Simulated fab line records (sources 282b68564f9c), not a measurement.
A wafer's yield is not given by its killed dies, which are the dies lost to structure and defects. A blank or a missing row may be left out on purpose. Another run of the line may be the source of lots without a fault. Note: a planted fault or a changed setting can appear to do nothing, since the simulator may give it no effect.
Split-lot trial || flow rit-cmos || 23 wafers read from 5 lots, route of 202 steps

SPLIT DETAILS
At RIT_PWELL_COAT_01 (resist thk 1300 nm), the setting spin-rpm was moved away from the recipe's 2000 rpm on 6 of the 23 wafers read, by +2.2% to +3.0%. The other wafers ran this setting at the recipe's value.

There is no step in the file separating the split from the reading.

THE READING
NOVOLAK_of_PWELL_COAT_01.thk-nm (the simulator's own value, which no gauge read), in nm, at RIT_PWELL_HARDBAKE_07 (time 120 s). The file gives no usual value for it. The 17 wafers here that ran the recipe average 1136 nm, standard deviation 4.8 nm.

{"wafer": "L076.1", "tool, chamber at the split": "litho-track-01, 0", "spin-rpm as run, rpm": 2000, "against the recipe": "recipe", "NOVOLAK_of_PWELL_COAT_01.thk-nm, nm": 1135, "against lot-mates on the recipe": "-"}
{"wafer": "L076.2", "tool, chamber at the split": "litho-track-01, 0", "spin-rpm as run, rpm": 2000, "against the recipe": "recipe", "NOVOLAK_of_PWELL_COAT_01.thk-nm, nm": 1139, "against lot-mates on the recipe": "-"}
{"wafer": "L076.3", "tool, chamber at the split": "litho-track-01, 0", "spin-rpm as run, rpm": 2044, "against the recipe": "+2.2%", "NOVOLAK_of_PWELL_COAT_01.thk-nm, nm": 1126, "against lot-mates on the recipe": -11}
{"wafer": "L076.4", "tool, chamber at the split": "litho-track-01, 0", "spin-rpm as run, rpm": 2044, "against the recipe": "+2.2%", "NOVOLAK_of_PWELL_COAT_01.thk-nm, nm": 1125, "against lot-mates on the recipe": -12}
{"wafer": "L076.6", "tool, chamber at the split": "litho-track-01, 0", "spin-rpm as run, rpm": 2044, "against the recipe": "+2.2%", "NOVOLAK_of_PWELL_COAT_01.thk-nm, nm": 1123, "against lot-mates on the recipe": -14}
{"wafer": "L081.1", "tool, chamber at the split": "litho-track-03, 0", "spin-rpm as run, rpm": 2000, "against the recipe": "recipe", "NOVOLAK_of_PWELL_COAT_01.thk-nm, nm": 1135, "against lot-mates on the recipe": "-"}
{"wafer": "L081.2", "tool, chamber at the split": "litho-track-03, 0", "spin-rpm as run, rpm": 2000, "against the recipe": "recipe", "NOVOLAK_of_PWELL_COAT_01.thk-nm, nm": 1132, "against lot-mates on the recipe": "-"}
{"wafer": "L081.4", "tool, chamber at the split": "litho-track-03, 0", "spin-rpm as run, rpm": 2000, "against the recipe": "recipe", "NOVOLAK_of_PWELL_COAT_01.thk-nm, nm": 1132, "against lot-mates on the recipe": "-"}
{"wafer": "L081.5", "tool, chamber at the split": "litho-track-03, 0", "spin-rpm as run, rpm": 2000, "against the recipe": "recipe", "NOVOLAK_of_PWELL_COAT_01.thk-nm, nm": 1128, "against lot-mates on the recipe": "-"}
{"wafer": "L081.6", "tool, chamber at the split": "litho-track-03, 0", "spin-rpm as run, rpm": 2000, "against the recipe": "recipe", "NOVOLAK_of_PWELL_COAT_01.thk-nm, nm": 1134, "against lot-mates on the recipe": "-"}
{"wafer": "L082.1", "tool, chamber at the split": "litho-track-03, 0", "spin-rpm as run, rpm": 2060, "against the recipe": "+3.0%", "NOVOLAK_of_PWELL_COAT_01.thk-nm, nm": 1118, "against lot-mates on the recipe": -12}
{"wafer": "L082.2", "tool, chamber at the split": "litho-track-03, 0", "spin-rpm as run, rpm": 2060, "against the recipe": "+3.0%", "NOVOLAK_of_PWELL_COAT_01.thk-nm, nm": 1110, "against lot-mates on the recipe": -20}
{"wafer": "L082.3", "tool, chamber at the split": "litho-track-03, 0", "spin-rpm as run, rpm": 2000, "against the recipe": "recipe", "NOVOLAK_of_PWELL_COAT_01.thk-nm, nm": 1132, "against lot-mates on the recipe": "-"}
{"wafer": "L082.5", "tool, chamber at the split": "litho-track-03, 0", "spin-rpm as run, rpm": 2060, "against the recipe": "+3.0%", "NOVOLAK_of_PWELL_COAT_01.thk-nm, nm": 1120, "against lot-mates on the recipe": -10}
{"wafer": "L082.6", "tool, chamber at the split": "litho-track-03, 0", "spin-rpm as run, rpm": 2000, "against the recipe": "recipe", "NOVOLAK_of_PWELL_COAT_01.thk-nm, nm": 1128, "against lot-mates on the recipe": "-"}
{"wafer": "L084.2", "tool, chamber at the split": "litho-track-02, 0", "spin-rpm as run, rpm": 2000, "against the recipe": "recipe", "NOVOLAK_of_PWELL_COAT_01.thk-nm, nm": 1138, "against lot-mates on the recipe": "-"}
{"wafer": "L084.3", "tool, chamber at the split": "litho-track-02, 0", "spin-rpm as run, rpm": 2000, "against the recipe": "recipe", "NOVOLAK_of_PWELL_COAT_01.thk-nm, nm": 1140, "against lot-mates on the recipe": "-"}
{"wafer": "L084.4", "tool, chamber at the split": "litho-track-02, 0", "spin-rpm as run, rpm": 2000, "against the recipe": "recipe", "NOVOLAK_of_PWELL_COAT_01.thk-nm, nm": 1140, "against lot-mates on the recipe": "-"}
{"wafer": "L085.1", "tool, chamber at the split": "litho-track-02, 0", "spin-rpm as run, rpm": 2000, "against the recipe": "recipe", "NOVOLAK_of_PWELL_COAT_01.thk-nm, nm": 1138, "against lot-mates on the recipe": "-"}
{"wafer": "L085.4", "tool, chamber at the split": "litho-track-02, 0", "spin-rpm as run, rpm": 2000, "against the recipe": "recipe", "NOVOLAK_of_PWELL_COAT_01.thk-nm, nm": 1138, "against lot-mates on the recipe": "-"}
{"wafer": "L085.3", "tool, chamber at the split": "litho-track-02, 0", "spin-rpm as run, rpm": 2000, "against the recipe": "recipe", "NOVOLAK_of_PWELL_COAT_01.thk-nm, nm": 1143, "against lot-mates on the recipe": "-"}
{"wafer": "L085.5", "tool, chamber at the split": "litho-track-02, 0", "spin-rpm as run, rpm": 2000, "against the recipe": "recipe", "NOVOLAK_of_PWELL_COAT_01.thk-nm, nm": 1141, "against lot-mates on the recipe": "-"}
{"wafer": "L085.6", "tool, chamber at the split": "litho-track-02, 0", "spin-rpm as run, rpm": 2000, "against the recipe": "recipe", "NOVOLAK_of_PWELL_COAT_01.thk-nm, nm": 1145, "against lot-mates on the recipe": "-"}

THE FIT
A straight line over all 23 wafers: NOVOLAK_of_PWELL_COAT_01.thk-nm changes by -6.31 nm for each +1% of spin-rpm; r = -0.85; the points scatter about the line by 4.7 nm.
The same after taking each lot's own level away (the mean of its wafers on the recipe; 23 wafers): -4.97 nm for each +1%; r = -0.91; scatter 2.7 nm.
According to that fit, moving spin-rpm by its largest amount changes the reading by 15 nm.
From 1130.0 to 1141.0 nm: that is the span of the lots' own levels, equal to 2.3 times the standard deviation above.
In other words, the slope is changed by the lot-to-lot level; the two fits disagree.
Check: with one of the wafers moved furthest among these (+3.0%) left out of the fit, the line predicts -15.8 nm for it against its lot-mates. Against them it came out at -12 nm.

OTHER SPLITS ON THESE WAFERS
Before the reading, these wafers also passed through other splits. Each is held against what the fit with the lots' levels taken away leaves over:
{"other split on the same wafers": "RIT_ACTIVE_OXIDATION_01 ox-time-s", "wafers away from the commonest value": 15, "r with NOVOLAK_of_PWELL_COAT_01.thk-nm (lot level and that fit taken away)": "+0.06"}
{"other split on the same wafers": "RIT_ACTIVE_DEVELOP_10 develop-time-s", "wafers away from the commonest value": 7, "r with NOVOLAK_of_PWELL_COAT_01.thk-nm (lot level and that fit taken away)": "+0.22"}

THE WHOLE CHAIN: every reading that the file lists as answering this split, in the file's order
{"step": "RIT_PWELL_COAT_01", "what it does": "resist thk 1300 nm", "reading": "NOVOLAK_of_PWELL_COAT_01.thk-nm (the simulator's own value, which no gauge read)", "change (the file's fit)": "-6.09 nm for each +1% of the setting", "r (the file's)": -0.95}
{"step": "RIT_PWELL_HARDBAKE_07", "what it does": "time 120 s", "reading": "NOVOLAK_of_PWELL_COAT_01.thk-nm (the simulator's own value, which no gauge read)", "change (the file's fit)": "-5.03 nm for each +1% of the setting", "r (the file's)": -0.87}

THE FILE'S OWN FIT
NOVOLAK_of_PWELL_COAT_01.thk-nm changes by -5.03 nm for each +1% of spin-rpm, r = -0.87.
